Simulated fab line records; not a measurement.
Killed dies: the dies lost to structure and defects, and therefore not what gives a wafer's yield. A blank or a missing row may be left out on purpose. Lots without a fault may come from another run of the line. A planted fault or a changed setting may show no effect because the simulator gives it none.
fab line records	flow ritCmos
record: lots: 15	wafers: 45	lastDay: 7
route steps=202 shown NSD@136
lots that met no fault: taken from a fault-free run of the same line
startH: the number of hours between the record's first day and the start of the first shown wafer of the lot	waitH: hours elapsed since this lot's preceding step	" same as the row above	L1.1+2: several wafers, shown together as one row	- no value, or no start was given	* or withheld: withheld	< > ~ a bound
route shown NAME@n: a module of which the file shows steps, and the number in the route of the first	usual: mean/standard deviation taken from wafers without a fault	same: alike in all rows	chamber/n: place in a boat	sites: per-site readings	_std_site: how widely they spread, as a standard deviation	_edge_site: inner sites' mean taken away from outer sites' mean	radiusMm: for every site, how far away it sits from the centre of the wafer	mask NAME#n: copy n	behind: the most recent tool/chamber to have shaped the wafer	hold: why the lot was held/for how many hours/how that ended	device: the n, p or np transistor that did not switch	end of line: the route-end tests of the same wafers	step lacking rows: just its recipe	killed: dies that structure and defects cost at the first sort, which is not the same as the wafer's yield	map: a wafer's dies, x killed, . not, _ none there
set.NAME: the setting the step ran with; set.NAME@STEP: the setting that earlier step ran with	model.NAME: the simulator's own value behind a step, which no gauge read
steps of the route over a sample of lots; a table a step, a row a wafer
== steps ==
step: RIT_NSD_DEVELOP_05
recipe: resist: NOVOLAK	developTimeS: 50	devTempC: 23
usual: chillPlateTempC: 23.02/0.1	developTimeS: 50/0
lot.wafer	tool	chamber	startH	waitH	chillPlateTempC	developTimeS
L876.2	lithoTrack-04	0	54	-	23.03	50
L876.3	"	0	"	"	22.96	50
L876.6	"	0	"	"	23.01	50
L877.1	lithoTrack-03	0	58	-	22.95	50
L877.2	"	0	"	"	22.92	50
L877.3	"	0	"	"	22.94	50
L878.2	lithoTrack-04	0	66	-	22.96	50
L878.5	"	0	"	"	23.02	50
L878.6	"	0	"	"	22.85	50
L879.1	lithoTrack-04	0	68	-	23.06	50
L879.2	"	0	"	"	23.03	50
L879.5	"	0	"	"	22.96	50
L880.3	lithoTrack-03	0	71	-	22.67	50
L880.5	"	0	"	"	22.98	50
L880.6	"	0	"	"	22.97	50
L882.1	lithoTrack-03	0	87	-	23.18	50
L882.2	"	0	"	"	23.17	50
L882.5	"	0	"	"	22.98	50
L883.1	lithoTrack-01	0	92	-	23.19	50
L883.4	"	0	"	"	22.89	50
L883.5	"	0	"	"	23.18	50
L884.1	lithoTrack-04	0	94	-	22.77	50
L884.3	"	0	"	"	22.98	50
L884.4	"	0	"	"	22.88	50
L885.1	lithoTrack-01	0	99	-	23.00	50
L885.3	"	0	"	"	22.93	50
L885.5	"	0	"	"	23.06	50
L887.1	lithoTrack-03	0	114	-	23.15	50
L887.3	"	0	"	"	22.80	50
L887.4	"	0	"	"	22.88	50
L888.2	lithoTrack-04	0	115	-	23.07	50
L888.4	"	0	116	-	23.18	50
L888.5	"	0	"	"	23.05	50
L891.1	lithoTrack-04	-	132	-	-	-
L891.3	"	-	"	"	-	-
L891.6	"	-	"	"	-	-
L892.2	lithoTrack-04	-	136	-	-	-
L892.3	"	-	"	"	-	-
L892.4	"	-	137	-	-	-
L893.3	lithoTrack-04	-	140	-	-	-
L893.4	"	-	"	"	-	-
L893.5	"	-	"	"	-	-
L898.1	lithoTrack-04	0	161	-	23.12	50
L898.2	"	0	"	"	23.12	50
L898.6	"	0	"	"	23.35	50
== key ==
firstSign: step: RIT_NSD_DEVELOP_05	reading: toolRecord	direction: missing
effect none on later readings
metAt RIT_NSD_DEVELOP_05
struckLots L891,L892,L893
sortLeftOut L891.1,L891.3,L891.6,L892.2,L892.3,L892.4,L893.3,L893.4,L893.5
testerLeftOut L891,L892,L893
onsetBetween 115 132
fault: kind: skippedStepWhole	tool: lithoTrack-04	chamber: -	onsetH: 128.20	steps: RIT_NSD_DEVELOP_05	scope: struckLotsOnly
testerLeftOut: of these lots the tester's yield and bins aren't shown, on N5 and GAA mostly nor the transistor test; their killed dies are dies lost to structure and defects alone, not to doping, threshold or leakage, so they don't give the yield
sortLeftOut: the simulated sort isn't trusted on such a fault, so these wafers' sort isn't shown, and their yield isn't known
